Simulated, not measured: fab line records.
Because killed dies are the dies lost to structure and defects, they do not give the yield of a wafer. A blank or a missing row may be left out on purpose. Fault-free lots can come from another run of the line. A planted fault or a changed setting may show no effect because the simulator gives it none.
One fault seen from 2 desks -- flow berkeley-cmos170 -- what lay behind the numbers comes last; until then each desk has only its own

== AT THE METROLOGY DESK ==
What the gauges read for every lot (on any tool): the sampled wafers with a number, averaged. If a lot's mean is further than 4 standard deviations from the usual mean, the lot is out of limits and carries the mark OUT (the distance appears in the brackets).
Columns: A = PSD_RS at UCB170_SDANNEAL_RS_MEAS_02, usual 75.47 ohm/sq; B = NSD_RS at UCB170_SDANNEAL_RS_MEAS_03, usual 37.27 ohm/sq; C = PLDD_RS at UCB170_SDANNEAL_RS_MEAS_04, usual 1032 ohm/sq
lot,first seen here,A,B,C
L445,day 7 04:02,75.63,37.30,1034
L448,day 7 11:31,75.59,37.32,1028
L447,day 7 12:13,75.80,37.24,1037
L449,day 8 01:29,75.35,37.37,1034
L450,day 8 01:49,75.45,37.27,1030
L452,day 8 12:27,75.47,37.19,1035
L451,day 8 12:52,75.48,37.26,1032
L453,day 8 17:23,75.47,37.24,1031
L454,day 9 04:41,75.04,37.22,1029
L456,day 9 16:46,83.31 (+30) OUT,38.39 (+13) OUT,1039
L457,day 9 16:58,75.47,37.31,1030
L458,day 9 22:49,83.49 (+31) OUT,38.42 (+14) OUT,1041
L464,day 11 00:26,75.52,37.42,1034
L466,day 11 10:31,75.06,37.23,1034
Per this desk, out of limits: L456, L458; the first was L456, day 9 16:46 (PSD_RS at UCB170_SDANNEAL_RS_MEAS_02). Within limits: L445, L448, L447, L449, L450, L452, L451, L453, L454, L457, L464, L466.

== TOOL OWNER'S DESK, rtp-anneal-02 ==
Per lot that ran on this tool, the mean of the sampled wafers carrying a number, from the tool's own readings at UCB170_SDANNEAL_RTA_01 (time 5 s). If a lot's mean is further than 4 standard deviations from the usual mean, the lot is out of limits and carries the mark OUT (the distance appears in the brackets).
Columns: A = lamp-power-pct at UCB170_SDANNEAL_RTA_01, usual 40.9 %; B = wafer_temp_C_max at UCB170_SDANNEAL_RTA_01, usual 1055.7
lot,first seen here,A,B
L447,day 7 12:09,40.3,1057.1
L450,day 8 01:45,40.2,1055.8
L451,day 8 12:48,40.2,1057.3
L453,day 8 17:20,40.2,1057.5
L454,day 9 04:36,40.2,1055.7
L456,day 9 16:42,40.2,1056.8
L458,day 9 22:46,40.2,1056.2
Finding of this desk: none of the 7 lots has anything out of limits.

== BROUGHT TOGETHER ==
An alarm was possible from the metrology desk at day 9 16:46, on L456, L458.
The desk of the tool owner found nothing out of limits.
Tool owner's desk: L456, L458 on record, inside its limits.
UCB170_SDANNEAL_RTA_01 was run on rtp-anneal-02 by each of the lots named.

== WHAT THE SIMULATOR PUT IN ==
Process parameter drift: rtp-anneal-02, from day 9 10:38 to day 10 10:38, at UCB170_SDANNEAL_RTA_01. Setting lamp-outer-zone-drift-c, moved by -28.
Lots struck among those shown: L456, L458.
Time in hours between the start of the fault and the first out-of-limits reading at each desk: metrology desk, 6.
